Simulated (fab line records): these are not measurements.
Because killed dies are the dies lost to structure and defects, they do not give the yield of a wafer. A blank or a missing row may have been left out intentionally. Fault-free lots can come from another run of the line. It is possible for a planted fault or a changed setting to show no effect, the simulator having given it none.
Which of the tools did it? | flow berkeleyCmos170 | Sampling: 7 lots, 21 wafers, 2 of 331 route steps

## WHAT EACH GAUGE READ, for each wafer
UCB170_M2_RS_MEAS_02: measures by four-point-probe.
lot  | measured     | on           | M2_AL_RS (ohm/sq)
L249 | day 7 23:45  | filmMetro-01 | 0.0327 0.0320 0.0326
L251 | day 8 03:30  | filmMetro-02 | 0.0325 0.0323 0.0324
L253 | day 8 12:44  | filmMetro-01 | 0.0318 0.0322 0.0321
L256 | day 9 15:24  | filmMetro-04 | 0.0319 0.0319 0.0319
L258 | day 10 03:35 | filmMetro-04 | 0.0944 0.0325 0.0322
L268 | day 11 16:30 | filmMetro-02 | 0.0323 0.0329 0.0322
L270 | day 11 16:59 | filmMetro-04 | 0.0322 0.0327 0.0322

## TOOL THAT RAN EACH LOT (tool first, then ch and the chambers of the sampled wafers, then the start)
lot  | UCB170_M2_SPUTTER_01
L249 | pvdSputter-03, day 7 23:40
L251 | pvdSputter-03, day 8 03:23
L253 | pvdSputter-03, day 8 12:37
L256 | pvdSputter-02, day 9 15:17
L258 | pvdSputter-02, day 10 03:28
L268 | pvdSputter-03, day 11 16:22
L270 | pvdSputter-03, day 11 16:53
- UCB170_M2_SPUTTER_01: material Al, target thk 900 nm, time 120 s.

## THE ANSWER, worked out from the rows above alone
Rule: usual is defined by the lots themselves. Put in order of their means at a reading, lots are off if they are a third of the lots or fewer, leave a main group of 4 or more, and stand apart from it by a gap of 3 or more times the standard deviation of the main group's means; of several such gaps the widest counts. The tables above print the reading to a certain number of digits; a main group whose means all agree to those digits is not used. A lot without any number at a reading at which 4 lots or more have one is off too. Where the step has rows for the other lots, those lots are counted as sound.
Off: at UCB170_M2_RS_MEAS_02 (M2_AL_RS), L258. For the main group the mean is 0.0323 ohm/sq and the standard deviation 0.00022.
If a tool, at a process step before that reading, ran all the lots that are off and no sound lot after the first of them, it fits. The gauges at UCB170_M2_RS_MEAS_02 are tried like those tools. One fits: UCB170_M2_SPUTTER_01 on pvdSputter-02. A fault onset in the window from L256 (day 9 15:17, its last sound lot) to L258 (day 10 03:28, its first lot off) fits.

## WHAT THE SIMULATOR HAD PUT IN
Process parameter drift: pvdSputter-02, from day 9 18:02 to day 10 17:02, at UCB170_M2_SPUTTER_01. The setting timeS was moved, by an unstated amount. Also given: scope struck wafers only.
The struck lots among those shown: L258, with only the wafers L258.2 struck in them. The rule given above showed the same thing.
